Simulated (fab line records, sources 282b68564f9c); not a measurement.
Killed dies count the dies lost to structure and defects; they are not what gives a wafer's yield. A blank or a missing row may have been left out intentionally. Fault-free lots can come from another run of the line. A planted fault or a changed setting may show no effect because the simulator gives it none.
Problem report, 8D (eight disciplines) form, completed by code || flow rit-cmos || the parts of the form that need people (team, actions taken, sign-off) are left out

## 1. THE ISSUE
heater-power-total-W at RIT_NSD_SOFTBAKE_02 reads a mean of 27.83 W on 6 wafers of 2 lots; wafers without a fault read 34.56 W with a standard deviation of 0.05. That is -99 or more standard deviations from the usual mean.
The step: time 60 s.
First seen on wafer L765.1, day 5 01:47, on litho-track-01. The record holds 30 wafers of 10 lots with a number at this step. Rule for "out", or "out of limits": more than 4 standard deviations from the usual mean. The other wafers with a number count as sound.

## 2. WHAT IT IS, AND WHAT IT ISN'T
{"question": "which readings at this step", "is": "heater-power-total-W, plate-temp-C", "is not": "-"}
{"question": "which lots", "is": "L765, L766", "is not": "L755, L756, L767, L768, L772, L774, L775, L776"}
{"question": "which wafers of those lots", "is": "all that have a number", "is not": "-"}
{"question": "read on which tools", "is": "litho-track-01", "is not": "litho-track-02, litho-track-04"}
{"question": "when", "is": "from day 5 01:47", "is not": "up to then (6 sound wafers); but 18 sound wafers of L767, L768, L772, L774, L775, L776 came after"}

## 3. WHAT RULES OUT EACH SUSPECT
Counting: a tool at any process step up to the reading remains a suspect when it ran all the lots that are out and ran no sound lot after the first of those.
- litho-track-01 at RIT_NSD_SOFTBAKE_02 (time 60 s): kept. Every lot that is out went through it, starting with L765 (day 5 01:47), and after that it ran no sound lot; the last sound lot it ran before then is L756 (day 3 07:57). On those wafers its own readings are out: heater-power-total-W, plate-temp-C.
After counting, what remains is litho-track-01 at RIT_NSD_SOFTBAKE_02.

## 4. THE CAUSE (what the simulator had put in)
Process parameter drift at RIT_NSD_SOFTBAKE_02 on litho-track-01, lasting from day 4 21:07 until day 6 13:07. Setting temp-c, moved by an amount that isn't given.
This tool alone remained once counting was done.

## 5. SEQUENCE OF EFFECTS, ordered by route
Each row: a reading whose mean over the struck wafers that have a number lies more than 3 standard deviations from the usual. Only readings for which the record gives a usual standard deviation are gone through. hours: the time from each lot's start at the first step in this table that gives one to its start at this step, as a median over the lots. sigmas: the change in usual standard deviations.
{"hours": 0, "step": "RIT_NSD_SOFTBAKE_02", "reading": "heater-power-total-W", "usual": "34.56 W", "on struck wafers": 27.83, "change": -6.73, "sigmas": "-99 or more"}
{"hours": 0, "step": "RIT_NSD_SOFTBAKE_02", "reading": "plate-temp-C", "usual": "90.00 C", "on struck wafers": 77.39, "change": -12.61, "sigmas": -97}
Its process steps:
- RIT_NSD_SOFTBAKE_02: time 60 s.

## 6. HOW IT WOULD HAVE BEEN CAUGHT EARLIER
In this record no reading fell out of limits until day 5 01:47, 5 hours after the fault had begun at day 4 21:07.
